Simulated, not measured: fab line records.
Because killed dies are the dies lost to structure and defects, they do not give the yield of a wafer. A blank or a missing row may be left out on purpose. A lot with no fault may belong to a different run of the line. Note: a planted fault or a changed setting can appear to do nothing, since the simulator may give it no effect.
Split-lot study || flow berkeley-cmos170 || 5 lots, 23 wafers read, on a route of 331 steps

SPLIT DETAILS
At UCB170_SILICIDE_SPUTTER_01 (material Ti, target thk 30 nm, time 25 s), the setting power-w was moved away from the recipe's 1500 W on 6 of the 23 wafers read, by +9.9% to +10.9%. All remaining wafers had this setting at the recipe value.

FROM SPLIT TO READING: 1 step shown by the file between the two
- UCB170_SILICIDE_RS_MEAS_02: measures by four-point-probe

THE READING
SILICIDE_TI_THK, in nm, at UCB170_SILICIDE_THK_MEAS_03 (measures by xrf). A value of 29.5 nm with a standard deviation of 0.44 nm is what fault-free wafers of this fab line usually give.

{"wafer": "L075.1", "tool, chamber at the split": "pvd-sputter-03, -", "power-w as run, W": 1664, "against the recipe": "+10.9%", "SILICIDE_TI_THK, nm": 32.9, "against lot-mates on the recipe": "+3.1"}
{"wafer": "L075.2", "tool, chamber at the split": "pvd-sputter-03, -", "power-w as run, W": 1664, "against the recipe": "+10.9%", "SILICIDE_TI_THK, nm": 33.4, "against lot-mates on the recipe": "+3.6"}
{"wafer": "L075.3", "tool, chamber at the split": "pvd-sputter-03, -", "power-w as run, W": 1664, "against the recipe": "+10.9%", "SILICIDE_TI_THK, nm": 32.8, "against lot-mates on the recipe": "+3.0"}
{"wafer": "L075.5", "tool, chamber at the split": "pvd-sputter-03, -", "power-w as run, W": 1500, "against the recipe": "recipe", "SILICIDE_TI_THK, nm": 29.6, "against lot-mates on the recipe": "-"}
{"wafer": "L075.6", "tool, chamber at the split": "pvd-sputter-03, -", "power-w as run, W": 1500, "against the recipe": "recipe", "SILICIDE_TI_THK, nm": 29.9, "against lot-mates on the recipe": "-"}
{"wafer": "L076.1", "tool, chamber at the split": "pvd-sputter-04, -", "power-w as run, W": 1500, "against the recipe": "recipe", "SILICIDE_TI_THK, nm": 29.5, "against lot-mates on the recipe": "-"}
{"wafer": "L076.3", "tool, chamber at the split": "pvd-sputter-04, -", "power-w as run, W": 1500, "against the recipe": "recipe", "SILICIDE_TI_THK, nm": 29.8, "against lot-mates on the recipe": "-"}
{"wafer": "L076.6", "tool, chamber at the split": "pvd-sputter-04, -", "power-w as run, W": 1500, "against the recipe": "recipe", "SILICIDE_TI_THK, nm": 29.9, "against lot-mates on the recipe": "-"}
{"wafer": "L077.1", "tool, chamber at the split": "pvd-sputter-03, -", "power-w as run, W": 1500, "against the recipe": "recipe", "SILICIDE_TI_THK, nm": 29.7, "against lot-mates on the recipe": "-"}
{"wafer": "L077.2", "tool, chamber at the split": "pvd-sputter-03, -", "power-w as run, W": 1649, "against the recipe": "+9.9%", "SILICIDE_TI_THK, nm": 32.8, "against lot-mates on the recipe": "+3.2"}
{"wafer": "L077.3", "tool, chamber at the split": "pvd-sputter-03, -", "power-w as run, W": 1649, "against the recipe": "+9.9%", "SILICIDE_TI_THK, nm": 32.2, "against lot-mates on the recipe": "+2.7"}
{"wafer": "L077.4", "tool, chamber at the split": "pvd-sputter-03, -", "power-w as run, W": 1500, "against the recipe": "recipe", "SILICIDE_TI_THK, nm": 29.4, "against lot-mates on the recipe": "-"}
{"wafer": "L077.6", "tool, chamber at the split": "pvd-sputter-03, -", "power-w as run, W": 1649, "against the recipe": "+9.9%", "SILICIDE_TI_THK, nm": 32.5, "against lot-mates on the recipe": "+3.0"}
{"wafer": "L080.1", "tool, chamber at the split": "pvd-sputter-03, -", "power-w as run, W": 1500, "against the recipe": "recipe", "SILICIDE_TI_THK, nm": 30.3, "against lot-mates on the recipe": "-"}
{"wafer": "L080.2", "tool, chamber at the split": "pvd-sputter-03, -", "power-w as run, W": 1500, "against the recipe": "recipe", "SILICIDE_TI_THK, nm": 29.9, "against lot-mates on the recipe": "-"}
{"wafer": "L080.3", "tool, chamber at the split": "pvd-sputter-03, -", "power-w as run, W": 1500, "against the recipe": "recipe", "SILICIDE_TI_THK, nm": 29.9, "against lot-mates on the recipe": "-"}
{"wafer": "L080.4", "tool, chamber at the split": "pvd-sputter-03, -", "power-w as run, W": 1500, "against the recipe": "recipe", "SILICIDE_TI_THK, nm": 30.4, "against lot-mates on the recipe": "-"}
{"wafer": "L080.5", "tool, chamber at the split": "pvd-sputter-03, -", "power-w as run, W": 1500, "against the recipe": "recipe", "SILICIDE_TI_THK, nm": 30.1, "against lot-mates on the recipe": "-"}
{"wafer": "L084.2", "tool, chamber at the split": "pvd-sputter-03, -", "power-w as run, W": 1500, "against the recipe": "recipe", "SILICIDE_TI_THK, nm": 29.8, "against lot-mates on the recipe": "-"}
{"wafer": "L084.3", "tool, chamber at the split": "pvd-sputter-03, -", "power-w as run, W": 1500, "against the recipe": "recipe", "SILICIDE_TI_THK, nm": 29.8, "against lot-mates on the recipe": "-"}
{"wafer": "L084.4", "tool, chamber at the split": "pvd-sputter-03, -", "power-w as run, W": 1500, "against the recipe": "recipe", "SILICIDE_TI_THK, nm": 30.1, "against lot-mates on the recipe": "-"}
{"wafer": "L084.5", "tool, chamber at the split": "pvd-sputter-03, -", "power-w as run, W": 1500, "against the recipe": "recipe", "SILICIDE_TI_THK, nm": 29.6, "against lot-mates on the recipe": "-"}
{"wafer": "L084.6", "tool, chamber at the split": "pvd-sputter-03, -", "power-w as run, W": 1500, "against the recipe": "recipe", "SILICIDE_TI_THK, nm": 30.0, "against lot-mates on the recipe": "-"}

THE FIT
A straight line over all 23 wafers: SILICIDE_TI_THK changes by +0.279 nm for each +1% of power-w; r = +0.98; the points scatter about the line by 0.28 nm.
The same after taking each lot's own level away (the mean of its wafers on the recipe; 23 wafers): +0.299 nm for each +1%; r = +0.99; scatter 0.21 nm.
The reading moves by 3.3 nm for the largest change in power-w, on that fit.
Measured against the standard deviation above, the lots' own levels, which go from 29.55 to 30.12 nm, span 1.3 times it.
Consequently the slope shifts little with the lot-to-lot level, the two slopes agreeing.
Check: for one of the wafers moved furthest among these (+10.9%), held out of the fit, the line's prediction against its lot-mates is +3.29 nm. Against them it came out at +3.15 nm.

THE WHOLE CHAIN: every reading that the file lists as answering this split, in the file's order
{"step": "UCB170_SILICIDE_SPUTTER_01", "what it does": "material Ti, target thk 30 nm, time 25 s", "reading": "Ti_of_SILICIDE_SPUTTER_01.thk-nm (the simulator's own value, which no gauge read)", "change (the file's fit)": "+0.306 nm for each +1% of the setting", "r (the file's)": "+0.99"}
{"step": "UCB170_SILICIDE_RS_MEAS_02", "what it does": "measures by four-point-probe", "reading": "SILICIDE_TI_RS", "change (the file's fit)": "-0.279 for each +1% of the setting", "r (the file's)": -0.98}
{"step": "UCB170_SILICIDE_THK_MEAS_03", "what it does": "measures by xrf", "reading": "SILICIDE_TI_THK", "change (the file's fit)": "+0.299 for each +1% of the setting", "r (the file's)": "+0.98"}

FILE'S OWN FIT
SILICIDE_TI_THK changes by +0.299 nm for each +1% of power-w, r = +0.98.
